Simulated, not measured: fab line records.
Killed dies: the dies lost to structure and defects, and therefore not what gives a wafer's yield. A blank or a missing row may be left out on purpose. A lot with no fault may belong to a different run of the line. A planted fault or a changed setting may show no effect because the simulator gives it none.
fab line records || flow rit-cmos
record {"lots": 5, "wafers": 23}
route steps=202 shown M1@188
start-h: hours from the record's first day to the start of the lot's first wafer shown || wait-h: hours from the lot's prior step to this one || " repeats the value in the row above || L1.1+2: a single row standing in for several wafers || - value missing, or start not given || * or withheld: withheld || < > ~ a bound
route shown NAME@n: a module of which the file shows steps, and the number in the route of the first || usual: the fault-free wafers' mean and standard deviation || same: alike in all rows || chamber/n: place in a boat || sites: the reading at each site || _std_site: their standard deviation || _edge_site: outer sites' mean less inner sites' || radius-mm: how far each site lies from the wafer's centre || mask NAME#n: copy n || behind: the last tool/chamber to shape the wafer || hold: why the lot went on hold/how many hours it stayed there/how the hold came to an end || device: the n, p or np transistor that did not switch || end of line: at the end of the route, the tests of the same wafers || where a step has no rows: the recipe by itself || killed: not the wafer's yield, but the dies lost to structure and defects at the first sort || map: a wafer's dies, x killed, . not, _ none there
set.NAME: the setting the step ran with; set.NAME@STEP: the setting that earlier step ran with || model.NAME: the simulator's own value behind a step, which no gauge read
lots where settings were altered on purpose, with a table for each step and a row for each wafer
## steps
# step RIT_M1_COAT_04
# recipe {"resist": "NOVOLAK", "spin-rpm": 2000, "resist-thk-nm": 1300}
{"lot.wafer": "L075.1", "tool": "litho-track-01", "chamber": 0, "start-h": 61.27, "wait-h": 0.1, "set.resist-thk-nm": 1345, "model.NOVOLAK_of_M1_COAT_04.thk-nm": 1339}
{"lot.wafer": "L075.2", "tool": "litho-track-01", "chamber": 0, "start-h": 61.27, "wait-h": 0.1, "set.resist-thk-nm": 1345, "model.NOVOLAK_of_M1_COAT_04.thk-nm": 1337}
{"lot.wafer": "L075.4", "tool": "litho-track-01", "chamber": 0, "start-h": 61.27, "wait-h": 0.1, "set.resist-thk-nm": 1300, "model.NOVOLAK_of_M1_COAT_04.thk-nm": 1293}
{"lot.wafer": "L075.5", "tool": "litho-track-01", "chamber": 0, "start-h": 61.27, "wait-h": 0.1, "set.resist-thk-nm": 1300, "model.NOVOLAK_of_M1_COAT_04.thk-nm": 1294}
{"lot.wafer": "L075.6", "tool": "litho-track-01", "chamber": 0, "start-h": 61.27, "wait-h": 0.1, "set.resist-thk-nm": 1345, "model.NOVOLAK_of_M1_COAT_04.thk-nm": 1340}
{"lot.wafer": "L076.1+6", "tool": "litho-track-01", "chamber": 0, "start-h": 63.87, "wait-h": 0.1, "set.resist-thk-nm": 1300, "model.NOVOLAK_of_M1_COAT_04.thk-nm": 1298}
{"lot.wafer": "L076.3+4", "tool": "litho-track-01", "chamber": 0, "start-h": 63.87, "wait-h": 0.1, "set.resist-thk-nm": 1300, "model.NOVOLAK_of_M1_COAT_04.thk-nm": 1302}
{"lot.wafer": "L076.5", "tool": "litho-track-01", "chamber": 0, "start-h": 63.87, "wait-h": 0.1, "set.resist-thk-nm": 1300, "model.NOVOLAK_of_M1_COAT_04.thk-nm": 1301}
{"lot.wafer": "L077.1", "tool": "litho-track-01", "chamber": 0, "start-h": 71.72, "wait-h": 0.1, "set.resist-thk-nm": 1300, "model.NOVOLAK_of_M1_COAT_04.thk-nm": 1300}
{"lot.wafer": "L077.2", "tool": "litho-track-01", "chamber": 0, "start-h": 71.72, "wait-h": 0.1, "set.resist-thk-nm": 1300, "model.NOVOLAK_of_M1_COAT_04.thk-nm": 1301}
{"lot.wafer": "L077.5", "tool": "litho-track-01", "chamber": 0, "start-h": 71.72, "wait-h": 0.1, "set.resist-thk-nm": 1300, "model.NOVOLAK_of_M1_COAT_04.thk-nm": 1307}
{"lot.wafer": "L083.1", "tool": "litho-track-04", "chamber": 0, "start-h": 103.82, "wait-h": 0.1, "set.resist-thk-nm": 1350, "model.NOVOLAK_of_M1_COAT_04.thk-nm": 1357}
{"lot.wafer": "L083.2", "tool": "litho-track-04", "chamber": 0, "start-h": 103.82, "wait-h": 0.1, "set.resist-thk-nm": 1350, "model.NOVOLAK_of_M1_COAT_04.thk-nm": 1356}
{"lot.wafer": "L083.4", "tool": "litho-track-04", "chamber": 0, "start-h": 103.82, "wait-h": 0.1, "set.resist-thk-nm": 1300, "model.NOVOLAK_of_M1_COAT_04.thk-nm": 1310}
{"lot.wafer": "L083.5", "tool": "litho-track-04", "chamber": 0, "start-h": 103.82, "wait-h": 0.1, "set.resist-thk-nm": 1300, "model.NOVOLAK_of_M1_COAT_04.thk-nm": 1309}
{"lot.wafer": "L083.6", "tool": "litho-track-04", "chamber": 0, "start-h": 103.82, "wait-h": 0.1, "set.resist-thk-nm": 1350, "model.NOVOLAK_of_M1_COAT_04.thk-nm": 1361}
{"lot.wafer": "L085.2", "tool": "litho-track-01", "chamber": 0, "start-h": 114.59, "wait-h": 0.1, "set.resist-thk-nm": 1341, "model.NOVOLAK_of_M1_COAT_04.thk-nm": 1337}
{"lot.wafer": "L085.3", "tool": "litho-track-01", "chamber": 0, "start-h": 114.59, "wait-h": 0.1, "set.resist-thk-nm": 1300, "model.NOVOLAK_of_M1_COAT_04.thk-nm": 1296}
{"lot.wafer": "L085.4+6", "tool": "litho-track-01", "chamber": 0, "start-h": 114.59, "wait-h": 0.1, "set.resist-thk-nm": 1341, "model.NOVOLAK_of_M1_COAT_04.thk-nm": 1339}
{"lot.wafer": "L085.5", "tool": "litho-track-01", "chamber": 0, "start-h": 114.59, "wait-h": 0.1, "set.resist-thk-nm": 1300, "model.NOVOLAK_of_M1_COAT_04.thk-nm": 1297}
# step RIT_M1_SOFTBAKE_05
# recipe {"resist": "NOVOLAK", "temp-c": 90, "time-s": 60}
# step RIT_M1_EXPOSE_06
# recipe {"mask-id": "M12", "na": 0.6, "source-shape": "conventional", "sigma-outer": 0.5, "target-cd-nm": 2600, "dose-mj": 250}
# step RIT_M1_HARDBAKE_11
# recipe {"resist": "NOVOLAK", "temp-c": 140, "time-s": 120}
{"lot.wafer": "L075.1", "tool": "litho-track-01", "chamber": 0, "start-h": 62.32, "wait-h": 0.1, "set.resist-thk-nm@M1_COAT_04": 1345, "model.NOVOLAK_of_M1_COAT_04.thk-nm": 1170}
{"lot.wafer": "L075.2", "tool": "litho-track-01", "chamber": 0, "start-h": 62.32, "wait-h": 0.1, "set.resist-thk-nm@M1_COAT_04": 1345, "model.NOVOLAK_of_M1_COAT_04.thk-nm": 1169}
{"lot.wafer": "L075.4", "tool": "litho-track-01", "chamber": 0, "start-h": 62.32, "wait-h": 0.1, "set.resist-thk-nm@M1_COAT_04": 1300, "model.NOVOLAK_of_M1_COAT_04.thk-nm": 1131}
{"lot.wafer": "L075.5", "tool": "litho-track-01", "chamber": 0, "start-h": 62.32, "wait-h": 0.1, "set.resist-thk-nm@M1_COAT_04": 1300, "model.NOVOLAK_of_M1_COAT_04.thk-nm": 1132}
{"lot.wafer": "L075.6", "tool": "litho-track-01", "chamber": 0, "start-h": 62.32, "wait-h": 0.1, "set.resist-thk-nm@M1_COAT_04": 1345, "model.NOVOLAK_of_M1_COAT_04.thk-nm": 1172}
{"lot.wafer": "L076.1+6", "tool": "litho-track-04", "chamber": 0, "start-h": 64.76, "wait-h": 0.0, "set.resist-thk-nm@M1_COAT_04": 1300, "model.NOVOLAK_of_M1_COAT_04.thk-nm": 1135}
{"lot.wafer": "L076.3+5", "tool": "litho-track-04", "chamber": 0, "start-h": 64.76, "wait-h": 0.0, "set.resist-thk-nm@M1_COAT_04": 1300, "model.NOVOLAK_of_M1_COAT_04.thk-nm": 1138}
{"lot.wafer": "L076.4", "tool": "litho-track-04", "chamber": 0, "start-h": 64.76, "wait-h": 0.0, "set.resist-thk-nm@M1_COAT_04": 1300, "model.NOVOLAK_of_M1_COAT_04.thk-nm": 1139}
{"lot.wafer": "L077.1", "tool": "litho-track-01", "chamber": 0, "start-h": 72.74, "wait-h": 0.0, "set.resist-thk-nm@M1_COAT_04": 1300, "model.NOVOLAK_of_M1_COAT_04.thk-nm": 1137}
{"lot.wafer": "L077.2", "tool": "litho-track-01", "chamber": 0, "start-h": 72.74, "wait-h": 0.0, "set.resist-thk-nm@M1_COAT_04": 1300, "model.NOVOLAK_of_M1_COAT_04.thk-nm": 1138}
{"lot.wafer": "L077.5", "tool": "litho-track-01", "chamber": 0, "start-h": 72.74, "wait-h": 0.0, "set.resist-thk-nm@M1_COAT_04": 1300, "model.NOVOLAK_of_M1_COAT_04.thk-nm": 1143}
{"lot.wafer": "L083.1", "tool": "litho-track-04", "chamber": 0, "start-h": 104.83, "wait-h": 0.0, "set.resist-thk-nm@M1_COAT_04": 1350, "model.NOVOLAK_of_M1_COAT_04.thk-nm": 1186}
{"lot.wafer": "L083.2", "tool": "litho-track-04", "chamber": 0, "start-h": 104.83, "wait-h": 0.0, "set.resist-thk-nm@M1_COAT_04": 1350, "model.NOVOLAK_of_M1_COAT_04.thk-nm": 1185}
{"lot.wafer": "L083.4+5", "tool": "litho-track-04", "chamber": 0, "start-h": 104.83, "wait-h": 0.0, "set.resist-thk-nm@M1_COAT_04": 1300, "model.NOVOLAK_of_M1_COAT_04.thk-nm": 1145}
{"lot.wafer": "L083.6", "tool": "litho-track-04", "chamber": 0, "start-h": 104.83, "wait-h": 0.0, "set.resist-thk-nm@M1_COAT_04": 1350, "model.NOVOLAK_of_M1_COAT_04.thk-nm": 1189}
{"lot.wafer": "L085.2", "tool": "litho-track-03", "chamber": 0, "start-h": 115.62, "wait-h": 0.1, "set.resist-thk-nm@M1_COAT_04": 1341, "model.NOVOLAK_of_M1_COAT_04.thk-nm": 1169}
{"lot.wafer": "L085.3", "tool": "litho-track-03", "chamber": 0, "start-h": 115.62, "wait-h": 0.1, "set.resist-thk-nm@M1_COAT_04": 1300, "model.NOVOLAK_of_M1_COAT_04.thk-nm": 1133}
{"lot.wafer": "L085.4+6", "tool": "litho-track-03", "chamber": 0, "start-h": 115.62, "wait-h": 0.1, "set.resist-thk-nm@M1_COAT_04": 1341, "model.NOVOLAK_of_M1_COAT_04.thk-nm": 1171}
{"lot.wafer": "L085.5", "tool": "litho-track-03", "chamber": 0, "start-h": 115.62, "wait-h": 0.1, "set.resist-thk-nm@M1_COAT_04": 1300, "model.NOVOLAK_of_M1_COAT_04.thk-nm": 1134}
# step RIT_M1_METAL_ETCH_12
# recipe {"stop-on": "SiO2", "chemistry": "Cl2/BCl3", "target": "Al", "time-s": 165, "over-etch-frac": 0.5, "pressure-mtorr": 100, "target-depth-a": 6000, "rf-w": 250, "Cl2_flow_sccm": 60, "bcl3-flow-sccm": 50}
{"lot.wafer": "L075.1", "tool": "rie-metal-03", "chamber": 0, "start-h": 62.57, "wait-h": 0.2, "set.rf-w": 250, "set.time-s@CONTACT_CVD_00": 61, "set.resist-thk-nm@M1_COAT_04": 1345, "model.SiO2_of_CONTACT_CVD_00.thk-nm": 364.4, "model.NOVOLAK_of_M1_COAT_04.thk-nm": 840.3}
{"lot.wafer": "L075.2", "tool": "rie-metal-03", "chamber": 1, "start-h": 62.57, "wait-h": 0.2, "set.rf-w": 273.3, "set.time-s@CONTACT_CVD_00": 69.98, "set.resist-thk-nm@M1_COAT_04": 1345, "model.SiO2_of_CONTACT_CVD_00.thk-nm": 415.2, "model.NOVOLAK_of_M1_COAT_04.thk-nm": 807.7}
{"lot.wafer": "L075.4", "tool": "rie-metal-03", "chamber": 0, "start-h": 62.57, "wait-h": 0.2, "set.rf-w": 273.3, "set.time-s@CONTACT_CVD_00": 69.98, "set.resist-thk-nm@M1_COAT_04": 1300, "model.SiO2_of_CONTACT_CVD_00.thk-nm": 425.7, "model.NOVOLAK_of_M1_COAT_04.thk-nm": 771.8}
{"lot.wafer": "L075.5", "tool": "rie-metal-03", "chamber": 0, "start-h": 62.57, "wait-h": 0.2, "set.rf-w": 250, "set.time-s@CONTACT_CVD_00": 69.98, "set.resist-thk-nm@M1_COAT_04": 1300, "model.SiO2_of_CONTACT_CVD_00.thk-nm": 426.7, "model.NOVOLAK_of_M1_COAT_04.thk-nm": 800.8}
{"lot.wafer": "L075.6", "tool": "rie-metal-03", "chamber": 1, "start-h": 62.57, "wait-h": 0.2, "set.rf-w": 250, "set.time-s@CONTACT_CVD_00": 61, "set.resist-thk-nm@M1_COAT_04": 1345, "model.SiO2_of_CONTACT_CVD_00.thk-nm": 366.3, "model.NOVOLAK_of_M1_COAT_04.thk-nm": 840.5}
{"lot.wafer": "L076.1", "tool": "rie-metal-01", "chamber": 0, "start-h": 65.01, "wait-h": 0.2, "set.rf-w": 257.5, "set.time-s@CONTACT_CVD_00": 61, "set.resist-thk-nm@M1_COAT_04": 1300, "model.SiO2_of_CONTACT_CVD_00.thk-nm": 354.2, "model.NOVOLAK_of_M1_COAT_04.thk-nm": 798.8}
{"lot.wafer": "L076.3", "tool": "rie-metal-01", "chamber": 0, "start-h": 65.01, "wait-h": 0.2, "set.rf-w": 250, "set.time-s@CONTACT_CVD_00": 61, "set.resist-thk-nm@M1_COAT_04": 1300, "model.SiO2_of_CONTACT_CVD_00.thk-nm": 361.1, "model.NOVOLAK_of_M1_COAT_04.thk-nm": 813.6}
{"lot.wafer": "L076.4", "tool": "rie-metal-01", "chamber": 1, "start-h": 65.01, "wait-h": 0.2, "set.rf-w": 250, "set.time-s@CONTACT_CVD_00": 61, "set.resist-thk-nm@M1_COAT_04": 1300, "model.SiO2_of_CONTACT_CVD_00.thk-nm": 367.1, "model.NOVOLAK_of_M1_COAT_04.thk-nm": 810.1}
{"lot.wafer": "L076.5", "tool": "rie-metal-01", "chamber": 1, "start-h": 65.01, "wait-h": 0.2, "set.rf-w": 257.5, "set.time-s@CONTACT_CVD_00": 68.4, "set.resist-thk-nm@M1_COAT_04": 1300, "model.SiO2_of_CONTACT_CVD_00.thk-nm": 416.4, "model.NOVOLAK_of_M1_COAT_04.thk-nm": 797.5}
{"lot.wafer": "L076.6", "tool": "rie-metal-01", "chamber": 0, "start-h": 65.01, "wait-h": 0.2, "set.rf-w": 250, "set.time-s@CONTACT_CVD_00": 68.4, "set.resist-thk-nm@M1_COAT_04": 1300, "model.SiO2_of_CONTACT_CVD_00.thk-nm": 414, "model.NOVOLAK_of_M1_COAT_04.thk-nm": 811.7}
{"lot.wafer": "L077.1", "tool": "rie-metal-02", "chamber": 0, "start-h": 72.99, "wait-h": 0.2, "set.rf-w": 250, "set.time-s@CONTACT_CVD_00": 61, "set.resist-thk-nm@M1_COAT_04": 1300, "model.SiO2_of_CONTACT_CVD_00.thk-nm": 361.2, "model.NOVOLAK_of_M1_COAT_04.thk-nm": 814.3}
{"lot.wafer": "L077.2", "tool": "rie-metal-02", "chamber": 1, "start-h": 72.99, "wait-h": 0.2, "set.rf-w": 250, "set.time-s@CONTACT_CVD_00": 61, "set.resist-thk-nm@M1_COAT_04": 1300, "model.SiO2_of_CONTACT_CVD_00.thk-nm": 356.7, "model.NOVOLAK_of_M1_COAT_04.thk-nm": 801.5}
{"lot.wafer": "L077.5", "tool": "rie-metal-02", "chamber": 0, "start-h": 72.99, "wait-h": 0.2, "set.rf-w": 250, "set.time-s@CONTACT_CVD_00": 61, "set.resist-thk-nm@M1_COAT_04": 1300, "model.SiO2_of_CONTACT_CVD_00.thk-nm": 366.9, "model.NOVOLAK_of_M1_COAT_04.thk-nm": 817.5}
{"lot.wafer": "L083.1", "tool": "rie-metal-02", "chamber": 0, "start-h": 105.08, "wait-h": 0.2, "set.rf-w": 250, "set.time-s@CONTACT_CVD_00": 69.37, "set.resist-thk-nm@M1_COAT_04": 1350, "model.SiO2_of_CONTACT_CVD_00.thk-nm": 418.1, "model.NOVOLAK_of_M1_COAT_04.thk-nm": 856.8}
{"lot.wafer": "L083.2", "tool": "rie-metal-02", "chamber": 1, "start-h": 105.08, "wait-h": 0.2, "set.rf-w": 250, "set.time-s@CONTACT_CVD_00": 61, "set.resist-thk-nm@M1_COAT_04": 1350, "model.SiO2_of_CONTACT_CVD_00.thk-nm": 359.1, "model.NOVOLAK_of_M1_COAT_04.thk-nm": 851.9}
{"lot.wafer": "L083.4", "tool": "rie-metal-02", "chamber": 1, "start-h": 105.08, "wait-h": 0.2, "set.rf-w": 250, "set.time-s@CONTACT_CVD_00": 69.37, "set.resist-thk-nm@M1_COAT_04": 1300, "model.SiO2_of_CONTACT_CVD_00.thk-nm": 429.9, "model.NOVOLAK_of_M1_COAT_04.thk-nm": 812.5}
{"lot.wafer": "L083.5", "tool": "rie-metal-02", "chamber": 0, "start-h": 105.08, "wait-h": 0.2, "set.rf-w": 250, "set.time-s@CONTACT_CVD_00": 61, "set.resist-thk-nm@M1_COAT_04": 1300, "model.SiO2_of_CONTACT_CVD_00.thk-nm": 366.1, "model.NOVOLAK_of_M1_COAT_04.thk-nm": 815.5}
{"lot.wafer": "L083.6", "tool": "rie-metal-02", "chamber": 1, "start-h": 105.08, "wait-h": 0.2, "set.rf-w": 250, "set.time-s@CONTACT_CVD_00": 61, "set.resist-thk-nm@M1_COAT_04": 1350, "model.SiO2_of_CONTACT_CVD_00.thk-nm": 366.7, "model.NOVOLAK_of_M1_COAT_04.thk-nm": 854}
{"lot.wafer": "L085.2", "tool": "rie-metal-01", "chamber": 0, "start-h": 115.82, "wait-h": 0.2, "set.rf-w": 271.4, "set.time-s@CONTACT_CVD_00": 61, "set.resist-thk-nm@M1_COAT_04": 1341, "model.SiO2_of_CONTACT_CVD_00.thk-nm": 356.5, "model.NOVOLAK_of_M1_COAT_04.thk-nm": 814}
{"lot.wafer": "L085.3", "tool": "rie-metal-01", "chamber": 1, "start-h": 115.82, "wait-h": 0.2, "set.rf-w": 271.4, "set.time-s@CONTACT_CVD_00": 64.81, "set.resist-thk-nm@M1_COAT_04": 1300, "model.SiO2_of_CONTACT_CVD_00.thk-nm": 382.1, "model.NOVOLAK_of_M1_COAT_04.thk-nm": 768.8}
{"lot.wafer": "L085.4", "tool": "rie-metal-01", "chamber": 0, "start-h": 115.82, "wait-h": 0.2, "set.rf-w": 250, "set.time-s@CONTACT_CVD_00": 61, "set.resist-thk-nm@M1_COAT_04": 1341, "model.SiO2_of_CONTACT_CVD_00.thk-nm": 369.9, "model.NOVOLAK_of_M1_COAT_04.thk-nm": 848.3}
{"lot.wafer": "L085.5", "tool": "rie-metal-01", "chamber": 0, "start-h": 115.82, "wait-h": 0.2, "set.rf-w": 250, "set.time-s@CONTACT_CVD_00": 64.81, "set.resist-thk-nm@M1_COAT_04": 1300, "model.SiO2_of_CONTACT_CVD_00.thk-nm": 393.6, "model.NOVOLAK_of_M1_COAT_04.thk-nm": 810.3}
{"lot.wafer": "L085.6", "tool": "rie-metal-01", "chamber": 1, "start-h": 115.82, "wait-h": 0.2, "set.rf-w": 271.4, "set.time-s@CONTACT_CVD_00": 64.81, "set.resist-thk-nm@M1_COAT_04": 1341, "model.SiO2_of_CONTACT_CVD_00.thk-nm": 388.4, "model.NOVOLAK_of_M1_COAT_04.thk-nm": 808.5}
## key
split {"step": "RIT_M1_COAT_04", "setting": "resist-thk-nm", "stated": 1300, "by": "wafer"}
response {"step": "RIT_M1_COAT_04", "reading": "model.NOVOLAK_of_M1_COAT_04.thk-nm", "change": "+13", "per": "1%", "r": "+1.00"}
response {"step": "RIT_M1_HARDBAKE_11", "reading": "model.NOVOLAK_of_M1_COAT_04.thk-nm", "change": "+11.2", "per": "1%", "r": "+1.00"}
response {"step": "RIT_M1_METAL_ETCH_12", "reading": "model.NOVOLAK_of_M1_COAT_04.thk-nm", "slope": "+11.1", "per": "1%", "together-with": "rf-w@M1_METAL_ETCH_12", "explained": 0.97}
split {"step": "RIT_M1_METAL_ETCH_12", "setting": "rf-w", "stated": 250, "by": "wafer"}
response {"step": "RIT_M1_METAL_ETCH_12", "reading": "model.NOVOLAK_of_M1_COAT_04.thk-nm", "slope": -3.88, "per": "1%", "together-with": "resist-thk-nm@M1_COAT_04", "explained": 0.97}
split outside-this-file step=RIT_CONTACT_CVD_00 setting=time-s
# split outside-this-file: this setting was split too, and the file shows its column; the key of that split is in another file
